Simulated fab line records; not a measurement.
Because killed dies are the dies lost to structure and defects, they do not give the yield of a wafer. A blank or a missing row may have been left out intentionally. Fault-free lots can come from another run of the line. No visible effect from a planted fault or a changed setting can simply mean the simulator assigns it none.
2 desks looking at one fault | flow berkeley-cmos170 | each desk holds nothing but its own numbers, with what lay behind them at the end

## METROLOGY DESK
Lot by lot, what the gauges showed, no matter which tool ran the lot: averages of those sampled wafers that carry a number. Any lot whose mean is over 4 standard deviations away from the usual mean is out of limits and marked OUT; that distance is given in the brackets.
Columns: A = NWELL_OXIDE_THK at UCB170_NWELL_THK_MEAS_02, usual 26.5 nm; B = NWELL_TW at UCB170_NWELL_TW_MEAS_16, usual 1257; C = NVT_OVL at UCB170_NVT_OVL_MEAS_06, usual 2 nm; D = NLDD_OVL at UCB170_NLDD_OVL_MEAS_07, usual -4 nm
lot  | first seen here | A    | B              | C  | D
L996 | day 2 00:19     | 26.3 | 1283           | 3  | -3
L995 | day 2 00:20     | 26.7 | 1275           | 2  | -8
L997 | day 2 08:35     | 26.3 | 1281           | 7  | -2
L998 | day 2 14:26     | 27.2 | 1230           | 8  | -9
L100 | day 2 21:38     | 26.2 | 1235           | -6 | -7
L999 | day 2 21:39     | 26.4 | 1288           | 0  | -4
L101 | day 3 05:20     | 26.9 | 1252           | 2  | -5
L102 | day 3 13:29     | 26.8 | 1231           | 5  | -0
L105 | day 4 02:14     | 26.3 | 1228           | 1  | 1
L110 | day 5 02:27     | 26.5 | 1236           | 1  | -4
L111 | day 5 08:24     | 26.0 | 1026 (-12) OUT | 8  | -9
L112 | day 5 15:30     | 26.7 | 1024 (-12) OUT | 5  | -1
L115 | day 6 03:36     | 26.3 | 1255           | 7  | 2
L117 | day 6 13:46     | 27.0 | 1252           | 5  | -9
This desk reports L111, L112 out of limits; the earliest was L111 at day 5 14:33 (NWELL_TW at UCB170_NWELL_TW_MEAS_16). In limits: L996, L995, L997, L998, L100, L999, L101, L102, L105, L110, L115, L117.

## TOOL OWNER'S DESK, implanter-01
For each lot that ran on this tool, the mean over its sampled wafers that have a number, from the tool's own readings at UCB170_NWELL_IMPLANT_14. Any lot whose mean is over 4 standard deviations away from the usual mean is out of limits and marked OUT; that distance is given in the brackets.
Columns: A = dose-ions-cm2 at UCB170_NWELL_IMPLANT_14, usual 1.0001e+13; B = faraday-current-uA at UCB170_NWELL_IMPLANT_14, usual 31.7
lot  | first seen here | A                            | B
L997 | day 2 15:20     | 1.0010e+13                   | 30.8
L110 | day 5 10:19     | 1.0004e+13                   | 31.1
L111 | day 5 14:19     | 5.2823e+12 (-99 or more) OUT | 16.7 (-23) OUT
L112 | day 5 21:35     | 5.2783e+12 (-99 or more) OUT | 17.1 (-22) OUT
This desk's verdict: out of limits on L111, L112, starting with L111 at day 5 14:19 (dose-ions-cm2 at UCB170_NWELL_IMPLANT_14). In limits: L997, L110.

## TAKEN TOGETHER
The tool owner's desk had the chance to raise an alarm at day 5 14:19 on L111, L112.
Metrology desk: alarm possible at day 5 14:33 on L111, L112.
The lots listed all ran UCB170_NWELL_IMPLANT_14 on implanter-01.

## WHAT THE SIMULATOR HAD INSERTED
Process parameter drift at UCB170_NWELL_IMPLANT_14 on implanter-01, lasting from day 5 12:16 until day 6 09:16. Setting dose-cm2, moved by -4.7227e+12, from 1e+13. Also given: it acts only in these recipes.
Struck lots among those shown: L111, L112.
Time in hours from fault onset to the first out-of-limits reading at each desk: tool owner's desk 2, metrology desk 2.
